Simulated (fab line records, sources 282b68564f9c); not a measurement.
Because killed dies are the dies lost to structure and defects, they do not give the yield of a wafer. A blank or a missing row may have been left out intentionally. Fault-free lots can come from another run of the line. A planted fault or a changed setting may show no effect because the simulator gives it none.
Shared-tool check    flow rit cmos    Sample size 15 lots and 45 wafers

## THE REASON FOR OPENING IT
At RIT_PSD_TW_MEAS_10 the reading PSD_TW is flagged on 3 of 15 lots. Fault-free wafers read 3429, with a standard deviation of 31.
Rule: a lot is flagged when every wafer of it that has a number lies more than 4 standard deviations from that mean, or none has a number. The rest of the lots are taken to be sound.

lot   measured     on             PSD_TW, wafer by wafer  flag
L595  day 3 15:59  film metro-04  3424 3412 3420          
L596  day 3 18:39  film metro-03  3448 3452 3470          
L598  day 3 23:48  film metro-02  3446 3425 3470          
L599  day 4 07:22  film metro-02  3449 3426 3436          
L601  day 4 11:31  film metro-03  3463 3469 3465          
L602  day 4 22:45  film metro-03  3457 3462 3452          
L604  day 5 01:08  film metro-02  3418 3426 3415          
L606  day 5 18:08  film metro-02  3434 3459 3454          
L607  day 5 20:24  film metro-03  3493 3471 3466          
L608  day 6 00:55  film metro-03  3470 3462 3481          
L610  day 6 12:38  film metro-04  3395 3381 3394          
L612  day 6 21:03  film metro-02  2619 2626 2614          FLAGGED
L614  day 7 05:23  film metro-03  2637 2634 2642          FLAGGED
L615  day 7 07:23  film metro-04  2579 2578 2566          FLAGGED
L618  day 8 02:01  film metro-03  3438 3429 3440          
Average over the flagged lots: 2611; offset from the usual -818, equal to -26 standard deviations.

## EACH LOT AND THE TOOL IT RAN ON
The record keeps 1 process step preceding the reading, out of 202 steps on the route. Each cell gives the tool, then ch followed by the chambers the sampled wafers passed through, then the start.
lot   flag     RIT_PSD_IMPLANT_08
L595           implanter-01 ch 0, day 3 15:40
L596           implanter-03 ch 0, day 3 18:21
L598           implanter-03 ch 0, day 3 23:29
L599           implanter-01 ch 0, day 4 07:03
L601           implanter-01 ch 0, day 4 11:13
L602           implanter-03 ch 0, day 4 22:25
L604           implanter-02 ch 0, day 5 00:49
L606           implanter-03 ch 0, day 5 17:49
L607           implanter-03 ch 0, day 5 20:04
L608           implanter-03 ch 0, day 6 00:37
L610           implanter-01 ch 0, day 6 12:18
L612  FLAGGED  implanter-01 ch 0, day 6 20:44
L614  FLAGGED  implanter-01 ch 0, day 7 05:07
L615  FLAGGED  implanter-01 ch 0, day 7 07:05
L618           implanter-02 ch 0, day 8 01:41
What the steps here do:
- RIT_PSD_IMPLANT_08
- RIT_PSD_TW_MEAS_10

## FLAGGED OVER TOTAL, TOOL BY TOOL (the gauges that took the reading come last)
step                tool           lots run  flagged  share of the flagged lots  sound lots run after its first flagged lot
RIT_PSD_IMPLANT_08  implanter-01   7         3        all                        0
RIT_PSD_IMPLANT_08  implanter-02   2         0        none                       -
RIT_PSD_IMPLANT_08  implanter-03   6         0        none                       -
RIT_PSD_TW_MEAS_10  film metro-02  5         1        some                       0
RIT_PSD_TW_MEAS_10  film metro-03  7         1        some                       1 (L618)
RIT_PSD_TW_MEAS_10  film metro-04  3         1        some                       0

## WHAT THE TABLE ALLOWS
1 row of the table ran every flagged lot: implanter-01 at RIT_PSD_IMPLANT_08.
- implanter-01 at RIT_PSD_IMPLANT_08: 3 of its 7 lots flagged. Last sound lot L610 at day 6 12:18, first flagged lot L612 at day 6 20:44; a fault beginning in between fits. Its own readings lie more than 4 standard deviations out on every wafer of the flagged lots: dose ions cm2, end station pressure torr, faraday current uA.
One tool is left: implanter-01 at RIT_PSD_IMPLANT_08.

## WHAT THE SIMULATOR HAD INSERTED
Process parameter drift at RIT_PSD_IMPLANT_08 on implanter-01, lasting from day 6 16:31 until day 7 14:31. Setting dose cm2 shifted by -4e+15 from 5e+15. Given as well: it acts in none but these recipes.
Lots struck among those shown: L612, L614, L615. This agrees with what the rule above found.
